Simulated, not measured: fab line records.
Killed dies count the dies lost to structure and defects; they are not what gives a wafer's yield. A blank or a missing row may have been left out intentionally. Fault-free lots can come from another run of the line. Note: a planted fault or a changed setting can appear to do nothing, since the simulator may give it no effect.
Split-lot trial	flow ritCmos	route with 202 steps; 5 lots, 23 wafers read

== THE SPLIT ==
At RIT_NSD_COAT_01 (resist thk 1000 nm), the setting resistThkNm was moved away from the recipe's 1000 nm on 6 of the 23 wafers read, by -2.7% to +4.6%. The other wafers ran this setting at the recipe's value.

The reading is taken at the split's own step.

== THE READING ==
NOVOLAK_of_NSD_COAT_01.thkNm (the simulator's own value, which no gauge read), in nm, at RIT_NSD_COAT_01 (resist thk 1000 nm). No usual value for it is given in the file. The 17 wafers here that ran the recipe average 1001.2 nm, standard deviation 2.4 nm.

wafer	tool, chamber at the split	resistThkNm as run, nm	against the recipe	NOVOLAK_of_NSD_COAT_01.thkNm, nm	against lot-mates on the recipe
L074.1	lithoTrack-03, 0	1000	recipe	1001	-
L074.2	lithoTrack-03, 0	1000	recipe	1002	-
L074.6	lithoTrack-03, 0	1000	recipe	1002	-
L074.4	lithoTrack-03, 0	1000	recipe	1005	-
L074.5	lithoTrack-03, 0	1000	recipe	1003	-
L078.1	lithoTrack-03, 0	1000	recipe	996.6	-
L078.2	lithoTrack-03, 0	1000	recipe	999	-
L078.3	lithoTrack-03, 0	1046	+4.6%	1043	+44.5
L078.4	lithoTrack-03, 0	1000	recipe	1000	-
L078.5	lithoTrack-03, 0	1046	+4.6%	1045	+46.5
L080.1	lithoTrack-01, 0	972.6	-2.7%	973.3	-27.5
L080.3	lithoTrack-01, 0	972.6	-2.7%	971.9	-28.9
L080.4	lithoTrack-01, 0	1000	recipe	998.5	-
L080.5	lithoTrack-01, 0	1000	recipe	1003	-
L080.6	lithoTrack-01, 0	1000	recipe	1001	-
L082.1	lithoTrack-03, 0	1000	recipe	1000	-
L082.2	lithoTrack-03, 0	1000	recipe	999.6	-
L082.3	lithoTrack-03, 0	1000	recipe	998	-
L083.1	lithoTrack-02, 0	1000	recipe	1003	-
L083.4	lithoTrack-02, 0	1000	recipe	1003	-
L083.2	lithoTrack-02, 0	1000	recipe	1006	-
L083.3	lithoTrack-02, 0	1030	+3.0%	1033	+29.0
L083.5	lithoTrack-02, 0	1030	+3.0%	1034	+30.0

FIT RESULTS
A straight line over all 23 wafers: NOVOLAK_of_NSD_COAT_01.thkNm changes by +9.9 nm for each +1% of resistThkNm; r = +0.99; the points scatter about the line by 2.6 nm.
The same after taking each lot's own level away (the mean of its wafers on the recipe; 23 wafers): +9.98 nm for each +1%; r = +1.00; scatter 1.4 nm.
The reading moves by 46 nm for the largest change in resistThkNm, on that fit.
The span of the lots' own levels, 998.53 to 1004.00 nm, comes to 2.2 times the standard deviation stated above.
The two slopes agree, so the slope changes little with the lot-to-lot level.
Check: for one of the wafers moved furthest among these (+4.6%), held out of the fit, the line's prediction against its lot-mates is +46.2 nm. Against them it came out at +44.5 nm.

== OTHER SPLITS ON THESE WAFERS ==
Other splits were also applied to these wafers ahead of the reading. Each is held against what the fit with the lots' levels taken away leaves over:
other split on the same wafers	wafers away from the commonest value	r with NOVOLAK_of_NSD_COAT_01.thkNm (lot level and that fit taken away)
RIT_PLDD_SOFTBAKE_02 tempC	9	+0.13
RIT_PLDD_IMPLANT_08 energyKev	6	-0.07

== FILE'S OWN FIT ==
NOVOLAK_of_NSD_COAT_01.thkNm changes by +9.91 nm for each +1% of resistThkNm, r = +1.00.
